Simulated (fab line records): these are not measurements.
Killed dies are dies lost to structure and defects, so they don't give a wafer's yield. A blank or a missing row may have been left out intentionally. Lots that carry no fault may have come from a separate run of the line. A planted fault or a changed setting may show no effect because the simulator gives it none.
Lot-split experiment + flow rit-cmos + route with 202 steps; 5 lots, 27 wafers read

== THE SPLIT ==
At RIT_M1_METAL_ETCH_12 (etches Al in Cl2/BCl3, stops on SiO2, time 165 s, target depth 600 nm), the setting time-s was moved away from the recipe's 165 s on 9 of the 27 wafers read, by +17.1% to +36.1%. This setting was run at the recipe's value on the other wafers.

Reading taken at the split's own step.

== THE READING ==
M1.feature-depth-nm (the simulator's own value, which no gauge read), in nm, at RIT_M1_METAL_ETCH_12 (etches Al in Cl2/BCl3, stops on SiO2, time 165 s, target depth 600 nm). The file gives no usual value for it. Across the 18 wafers here that went through the recipe, the average is 432.0 nm and the standard deviation 4.1 nm.

| wafer  | tool, chamber at the split | time-s as run, s | against the recipe | M1.feature-depth-nm, nm | against lot-mates on the recipe |
|--------|----------------------------|------------------|--------------------|-------------------------|---------------------------------|
| L074.1 | rie-metal-04, 0            | 200.5            | +21.5%             | 438.3                   | +4.9                            |
| L074.2 | rie-metal-04, 1            | 200.5            | +21.5%             | 445.7                   | +12.3                           |
| L074.3 | rie-metal-04, 0            | 165              | recipe             | 435.3                   | -                               |
| L074.4 | rie-metal-04, 1            | 165              | recipe             | 432.3                   | -                               |
| L074.5 | rie-metal-04, 1            | 165              | recipe             | 432.7                   | -                               |
| L074.6 | rie-metal-04, 0            | 200.5            | +21.5%             | 443.2                   | +9.8                            |
| L077.1 | rie-metal-04, 0            | 193.2            | +17.1%             | 432.3                   | +6.7                            |
| L077.2 | rie-metal-04, 1            | 165              | recipe             | 428.6                   | -                               |
| L077.3 | rie-metal-04, 1            | 165              | recipe             | 423.9                   | -                               |
| L077.4 | rie-metal-04, 0            | 193.2            | +17.1%             | 431.9                   | +6.3                            |
| L077.5 | rie-metal-04, 0            | 193.2            | +17.1%             | 434.3                   | +8.7                            |
| L077.6 | rie-metal-04, 1            | 165              | recipe             | 424.3                   | -                               |
| L078.1 | rie-metal-01, 1            | 165              | recipe             | 431.4                   | -                               |
| L078.3 | rie-metal-01, 1            | 165              | recipe             | 429.4                   | -                               |
| L078.4 | rie-metal-01, 0            | 165              | recipe             | 432.7                   | -                               |
| L079.1 | rie-metal-03, 0            | 224.6            | +36.1%             | 436.7                   | +7.5                            |
| L079.2 | rie-metal-03, 1            | 165              | recipe             | 427.8                   | -                               |
| L079.3 | rie-metal-03, 0            | 224.6            | +36.1%             | 436.8                   | +7.6                            |
| L079.4 | rie-metal-03, 1            | 165              | recipe             | 430.5                   | -                               |
| L079.5 | rie-metal-03, 0            | 165              | recipe             | 429.3                   | -                               |
| L079.6 | rie-metal-03, 1            | 224.6            | +36.1%             | 440.3                   | +11.1                           |
| L084.1 | rie-metal-01, 1            | 165              | recipe             | 436                     | -                               |
| L084.2 | rie-metal-01, 0            | 165              | recipe             | 439.3                   | -                               |
| L084.3 | rie-metal-01, 0            | 165              | recipe             | 434.2                   | -                               |
| L084.4 | rie-metal-01, 1            | 165              | recipe             | 434.4                   | -                               |
| L084.5 | rie-metal-01, 1            | 165              | recipe             | 436.8                   | -                               |
| L084.6 | rie-metal-01, 0            | 165              | recipe             | 436.5                   | -                               |

THE FIT
A straight line over all 27 wafers: M1.feature-depth-nm changes by +0.216 nm for each +1% of time-s; r = +0.54; the points scatter about the line by 4.4 nm.
The same after taking each lot's own level away (the mean of its wafers on the recipe; 27 wafers): +0.295 nm for each +1%; r = +0.86; scatter 2.3 nm.
Per that fit: largest time-s move, reading shift of 11 nm.
The lots' own levels span 425.60 to 436.20 nm, that is 2.6 times the standard deviation above.
So the lot-to-lot level blurs the effect unless lot-mates are compared.
Check: with one of the wafers moved furthest among these (+36.1%) left out of the fit, the line predicts +11.9 nm for it against its lot-mates. It came out at +7.5 nm against them.

== ADDITIONAL SPLITS CARRIED BY THESE WAFERS ==
These wafers also went through other splits before the reading. Each is held against what the fit with the lots' levels taken away leaves over:
| other split on the same wafers     | wafers away from the commonest value | r with M1.feature-depth-nm (lot level and that fit taken away) |
|------------------------------------|--------------------------------------|----------------------------------------------------------------|
| RIT_ACTIVE_OXIDATION_01 ox-time-s  | 12                                   | -0.08                                                          |
| RIT_GATE_DEVELOP_15 develop-time-s | 9                                    | +0.27                                                          |
| RIT_GATE_ETCH_19 time-s            | 12                                   | -0.25                                                          |
| RIT_CONTACT_CVD_00 time-s          | 12                                   | -0.22                                                          |

== THE WHOLE CHAIN: every reading that the file lists as answering this split, in the file's order ==
| step                 | what it does                                                          | reading                                                                       | change (the file's fit)               | r (the file's) |
|----------------------|-----------------------------------------------------------------------|-------------------------------------------------------------------------------|---------------------------------------|----------------|
| RIT_M1_METAL_ETCH_12 | etches Al in Cl2/BCl3, stops on SiO2, time 165 s, target depth 600 nm | NOVOLAK_of_M1_COAT_04.thk-nm (the simulator's own value, which no gauge read) | -3.31 nm for each +1% of the setting  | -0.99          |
| RIT_M1_METAL_ETCH_12 | etches Al in Cl2/BCl3, stops on SiO2, time 165 s, target depth 600 nm | M1.feature-depth-nm (the simulator's own value, which no gauge read)          | +0.307 nm for each +1% of the setting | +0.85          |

== THE FILE'S OWN FIT ==
M1.feature-depth-nm changes by +0.307 nm for each +1% of time-s, r = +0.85.
